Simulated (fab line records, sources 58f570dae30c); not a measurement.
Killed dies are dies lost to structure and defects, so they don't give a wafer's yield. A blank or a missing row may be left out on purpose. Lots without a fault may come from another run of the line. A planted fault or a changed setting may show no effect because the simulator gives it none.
Chamber matching | flow berkeley_cmos170 | UCB170_GATE_ETCH_14 on rie_diel-02: 4 sister chambers
The step etches BARC in N2/H2. 14 wafers are shown with their chamber, then 7 later ones without.

WAFERS WITH THEIR CHAMBER
wafer  | chamber | drypump_motor_current_A (A) | throttle_valve_pct (%) | oes_product_au (a.u.)
L444.1 | 1       | 4.9                         | 13.22                  | 1.037
L444.3 | 0       | 4.9                         | 13.40                  | 1.007
L444.5 | 0       | 4.9                         | 13.40                  | 0.995
L446.1 | 0       | 4.9                         | 13.41                  | 1.012
L446.4 | 3       | 5.8                         | 13.43                  | 1.038
L446.5 | 0       | 5.0                         | 13.40                  | 1.007
L447.1 | 1       | 4.9                         | 13.25                  | 1.035
L447.2 | 3       | 5.8                         | 13.43                  | 1.039
L447.3 | 2       | 5.8                         | 13.34                  | 0.998
L448.2 | 2       | 5.9                         | 13.32                  | 0.994
L448.4 | 1       | 5.0                         | 13.24                  | 1.030
L448.5 | 1       | 4.9                         | 13.24                  | 1.032
L453.3 | 1       | 5.0                         | 13.22                  | 1.028
L453.4 | 0       | 5.0                         | 13.39                  | 0.998

SIGNATURES (means of the wafers above)
reading                 | chamber 0 | chamber 1 | chamber 2 | chamber 3 | scatter within a chamber
drypump_motor_current_A | 4.940     | 4.940     | 5.850     | 5.800     | 0.0539
throttle_valve_pct      | 13.4000   | 13.2340   | 13.3300   | 13.4300   | 0.0106
oes_product_au          | 1.00380   | 1.03240   | 0.99600   | 1.03850   | 0.0051
Rule: a wafer's distance from a chamber is the root of the sum, over the readings, of the square of ((its reading less the chamber's mean) divided by the reading's scatter). The wafer belongs to the nearest chamber; if the next one is less than 2 further off, it can't be placed. The scatter: the root of (the sum of the squares of (reading less its chamber's mean) over the shown wafers, divided by (wafers less chambers)).

WAFERS WITHOUT THEIR CHAMBER
wafer  | drypump_motor_current_A (A) | throttle_valve_pct (%) | oes_product_au (a.u.)
L453.6 | 5.8                         | 13.43                  | 1.046
L452.1 | 5.8                         | 13.43                  | 1.043
L452.2 | 4.9                         | 13.41                  | 1.003
L452.5 | 5.0                         | 13.24                  | 1.023
L455.1 | 4.9                         | 13.23                  | 1.036
L455.3 | 4.9                         | 13.40                  | 1.012
L455.5 | 4.9                         | 13.38                  | 1.003

WHICH CHAMBER EACH WENT THROUGH
wafer  | from the rows above | in truth
L453.6 | 3                   | 3
L452.1 | 3                   | 3
L452.2 | 0                   | 0
L452.5 | 1                   | 1
L455.1 | 1                   | 1
L455.3 | 0                   | 0
L455.5 | 0                   | 0
Placed correctly: 7 of 7. Can't be placed from these rows: 0. Placed wrongly: 0.
